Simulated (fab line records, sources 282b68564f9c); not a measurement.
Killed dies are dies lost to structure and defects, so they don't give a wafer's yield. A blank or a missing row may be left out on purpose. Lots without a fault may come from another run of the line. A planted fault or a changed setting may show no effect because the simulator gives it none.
A struck lot beside a sound one | flow rit_cmos | 15 steps out of a route of 202
Sound: wafers L580.1, L580.2, L580.4. Struck: wafers L590.3, L590.4, L590.6. The cause comes at the end.
At each step with rows: each side's tool, then ch and its chambers, then its first start. Under that, the readings that differ: sound wafers | struck wafers | difference of the means | sigmas: that difference in standard deviations of wafers without a fault.
alike: readings whose means differ by less than 2 such deviations, and words and numbers that are the same on both sides. not compared: withheld readings, readings that some wafer has no value for, bounds like >300 that may hide the same value, and numbers for which the record gives no deviation and whose values overlap.
The two part at a step that has a row with sigmas, a row that says differs or no value, or rows on one side only. Numbers that don't overlap but have no deviation are shown without sigmas and don't part them. A reading that every wafer of one side lacks parts them only if that side has two wafers or more.

first, 3 steps without rows for these wafers: RIT_ACTIVE_CLEAN_16 (cleans in dHF, time 30 s); RIT_ACTIVE_CLEAN_17 (cleans in SC2, time 600 s); RIT_FOX1_OXIDATION_00 (target thk 350.7 nm, ox time 1130 s).
RIT_FOX1_THK_MEAS_01:
  sound on film_metro-03, day 2 04:35; struck on film_metro-02, day 4 06:49
  alike: FOX1_OXIDE_THK
then, 2 steps without rows for these wafers: RIT_FOX1_WET_ETCH_02 (etches SiO2 in BOE, target depth 350 nm, time 390 s); RIT_FOX2_OXIDATION_00 (target thk 350.7 nm, ox time 1130 s).
RIT_FOX2_THK_MEAS_01:
  sound on film_metro-03, day 2 06:05; struck on film_metro-03, day 4 08:18
  alike: FOX2_OXIDE_THK
then, 2 steps without rows for these wafers: RIT_FOX2_CLEAN_02 (cleans in dHF, time 180 s); RIT_FOX2_WET_ETCH_03 (etches Si3N4 in H3PO4, target depth 195 nm, time 2700 s).
RIT_FOX2_THK_MEAS_90:
  sound on film_metro-04, day 2 06:59; struck on film_metro-02, day 4 09:11
  alike: FIELD_OXIDE_LEFT_1_THK
then, 2 steps without rows for these wafers: RIT_NWELL_HMDS_00 (prime time 60 s); RIT_NWELL_COAT_01 (resist thk 1300 nm).
RIT_NWELL_SOFTBAKE_02: time 60 s.
  sound on litho_track-03 ch 0, day 2 07:20; struck on litho_track-03 ch 0, day 4 09:34
  reading                  | sound             | struck            | difference | sigmas
  heater_power_total_W (W) | 34.65 34.61 34.53 | 33.70 33.82 33.81 | -0.82      | -16
  plate_temp_C (C)         | 90.25 90.07 90.08 | 88.55 88.76 88.66 | -1.48      | -11
then, 1 step without rows for these wafers: RIT_NWELL_EXPOSE_03 (exposes mask M2, target cd 43900 nm).
RIT_M1_PROBE_99:
  sound on prober-02, day 4 01:35; struck on prober-02, day 5 23:31
  alike: killed_at_contacts, killed_at_front_end, killed_dies, killed_open, killed_short

WHERE THEY PART
Only at RIT_NWELL_SOFTBAKE_02, within this record. Later steps at which nothing parts them and some readings are alike: RIT_M1_PROBE_99.

WHY: what the simulator had put in
Process parameter drift: litho_track-03, from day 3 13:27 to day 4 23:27, at RIT_NWELL_SOFTBAKE_02. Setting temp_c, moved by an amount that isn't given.
